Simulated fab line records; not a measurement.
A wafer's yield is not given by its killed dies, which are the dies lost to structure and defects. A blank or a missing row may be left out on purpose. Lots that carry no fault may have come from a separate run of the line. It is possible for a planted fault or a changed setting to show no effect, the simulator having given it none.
fab line records	flow rit_cmos
record: lots: 14	wafers: 42	last_day: 7
route steps=202 shown ACTIVE@2
lots with no fault: from the same line, run without faults
start_h: hours from the record's opening day to when the first of the lot's shown wafers began	wait_h: how many hours have passed since the lot's step before this one	" as in the row above	L1.1+2: a single row standing in for several wafers	- value missing, or start not given	* or withheld: withheld	< > ~ a bound
route shown NAME@n: names a module that has steps shown in the file, with the first one's number in the route	usual: mean/standard deviation of fault-free wafers	same: alike in all rows	chamber/n: place in a boat	sites: each site's reading	_std_site: their standard deviation	_edge_site: mean of outer sites minus mean of inner sites	radius_mm: for every site, how far away it sits from the centre of the wafer	mask NAME#n: copy n	behind: the most recent tool/chamber to have shaped the wafer	hold: reason for holding the lot/hours on hold/outcome of the hold	device: the n, p or np transistor that did not switch	end of line: the same wafers' tests at the end of the route	for a step that has no rows: nothing shown but its recipe	killed: not the wafer's yield, but the dies lost to structure and defects at the first sort	map: dies across one wafer; x = killed, . = not, _ = none there
set.NAME: the setting the step ran with; set.NAME@STEP: the setting that earlier step ran with	model.NAME: the simulator's own value behind a step, which no gauge read
the route's steps for a sample of lots (tables are steps, rows are wafers)
services: a tool's chamber out of use, with start hour (start_h, from the record's first day; less than 0 if before it), hours out, and reason
== steps ==
step: RIT_ACTIVE_OXIDATION_01
recipe: temp_c: 1000	ambient: O2	target_thk_a: 468	ox_time_s: 3360
usual: ox_time_s: 3360/0	tube_center_temp_C_max: 1002.6/0.48
lot.wafer	tool	chamber	start_h	wait_h	ox_time_s	tube_center_temp_C_max
L726.2	furnace-03	0	15.12	0.1	3360	1002.5
L726.3	"	0	"	"	3360	1002.6
L726.5	"	0	"	"	3360	1003.5
L727.1	furnace-03	0	20.12	0.1	3360	1003.0
L727.3	"	0	"	"	3360	1002.5
L727.5	"	0	"	"	3360	1003.2
L728.1	furnace-03	0	25.12	0.1	3360	1002.5
L728.2	"	0	"	"	3360	1002.2
L728.6	"	0	"	"	3360	1002.0
L729.2	furnace-03	0	30.12	0.1	3360	1002.4
L729.5	"	0	"	"	3360	1002.0
L729.6	"	0	"	"	3360	1003.1
L730.1	furnace-04	0	35.12	0.1	3360	1002.6
L730.4	"	0	"	"	3360	1002.2
L730.6	"	0	"	"	3360	1002.5
L731.1	furnace-04	0	40.12	0.1	3360	1002.2
L731.2	"	0	"	"	3360	1002.6
L731.5	"	0	"	"	3360	1002.2
L733.4	furnace-01	0	50.12	0.0	3360	1002.9
L733.5	"	0	"	"	3360	1003.2
L733.6	"	0	"	"	3360	1003.5
L734.2	furnace-03	0	55.12	0.1	3360	1003.0
L734.5	"	0	"	"	3360	1002.8
L734.6	"	0	"	"	3360	1002.1
L738.2	furnace-04	0	75.12	0.1	3360	1003.6
L738.4	"	0	"	"	3360	1002.4
L738.6	"	0	"	"	3360	1003.5
L741.1	furnace-03	0	91.40	1.4	1512	1002.2
L741.2	"	0	"	"	1512	1001.7
L741.6	"	0	"	"	1512	1002.6
L743.1	furnace-03	0	101.16	1.1	1512	1002.3
L743.4	"	0	"	"	1512	1002.2
L743.5	"	0	"	"	1512	1002.4
L744.3	furnace-04	0	105.99	0.9	3360	1002.1
L744.5	"	0	"	"	3360	1002.5
L744.6	"	0	"	"	3360	1002.1
L747.3	furnace-04	0	121.18	1.1	3360	1001.7
L747.4	"	0	"	"	3360	1002.8
L747.6	"	0	"	"	3360	1002.6
L748.3	furnace-01	0	125.12	0.1	3360	1002.6
L748.4	"	0	"	"	3360	1003.7
L748.5	"	0	"	"	3360	1002.9
step: RIT_ACTIVE_THK_MEAS_02
recipe: reads: SiO2_of_ACTIVE_OXIDATION_01
usual: ACTIVE_OXIDE_THK: 46.8/0.79
lot.wafer	tool	chamber	start_h	wait_h	ACTIVE_OXIDE_THK[nm]
L726.2	film_metro-03	-	17.06	0.0	46.3
L726.3	"	-	"	"	46.7
L726.5	"	-	"	"	46.2
L727.1	film_metro-02	-	22.05	0.0	45.2
L727.3	"	-	"	"	44.3
L727.5	"	-	"	"	45.1
L728.1	film_metro-01	-	27.05	0.0	45.9
L728.2	"	-	"	"	46.4
L728.6	"	-	"	"	46.6
L729.2	film_metro-02	-	32.06	0.0	46.6
L729.5	"	-	"	"	46.1
L729.6	"	-	"	"	46.2
L730.1	film_metro-03	-	37.05	0.0	47.4
L730.4	"	-	"	"	47.3
L730.6	"	-	"	"	47.7
L731.1	film_metro-03	-	42.05	0.0	46.3
L731.2	"	-	"	"	46.8
L731.5	"	-	"	"	46.1
L733.4	film_metro-03	-	52.08	0.0	45.9
L733.5	"	-	"	"	45.9
L733.6	"	-	"	"	47.3
L734.2	film_metro-03	-	57.06	0.0	47.2
L734.5	"	-	"	"	46.4
L734.6	"	-	"	"	46.4
L738.2	film_metro-03	-	77.06	0.0	47.0
L738.4	"	-	"	"	46.7
L738.6	"	-	"	"	46.8
L741.1	film_metro-03	-	93.33	0.0	28.9
L741.2	"	-	"	"	28.3
L741.6	"	-	"	"	28.7
L743.1	film_metro-03	-	103.09	0.0	29.2
L743.4	"	-	"	"	29.9
L743.5	"	-	"	"	30.6
L744.3	film_metro-02	-	107.94	0.0	47.7
L744.5	"	-	"	"	47.2
L744.6	"	-	"	"	47.8
L747.3	film_metro-02	-	123.14	0.0	47.8
L747.4	"	-	"	"	48.9
L747.6	"	-	"	"	48.0
L748.3	film_metro-02	-	127.07	0.0	47.5
L748.4	"	-	"	"	48.4
L748.5	"	-	"	"	47.8
== services ==
tool	chamber	start_h	hours	kind
furnace-03	-	3.94	4.5	pm
furnace-01	-	65.04	3.2	pm
furnace-04	-	99.56	3.8	pm
furnace-03	-	114.11	3.7	pm
== key ==
first_sign: step: RIT_ACTIVE_OXIDATION_01	reading: ox_time_s	direction: down	sigmas: 99+	usual: *	struck: *
effect: step: RIT_ACTIVE_THK_MEAS_02	reading: ACTIVE_OXIDE_THK	direction: down	sigmas: 22	usual: 46.8	struck: 29.3
met_at RIT_ACTIVE_OXIDATION_01
struck_lots L741,L743
tester_left_out L741,L743
onset_between 55.12 91.40
fault: kind: process_parameter_drift	tool: furnace-03	chamber: -	onset_h: 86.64	steps: RIT_ACTIVE_OXIDATION_01	channel: ox_time_s	offset: *	shape: step	end_h: 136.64	acts_in: *	stated: *
tester_left_out: of these lots the tester's yield and bins aren't shown, on N5 and GAA mostly nor the transistor test; their killed dies are dies lost to structure and defects alone, not to doping, threshold or leakage, so they don't give the yield
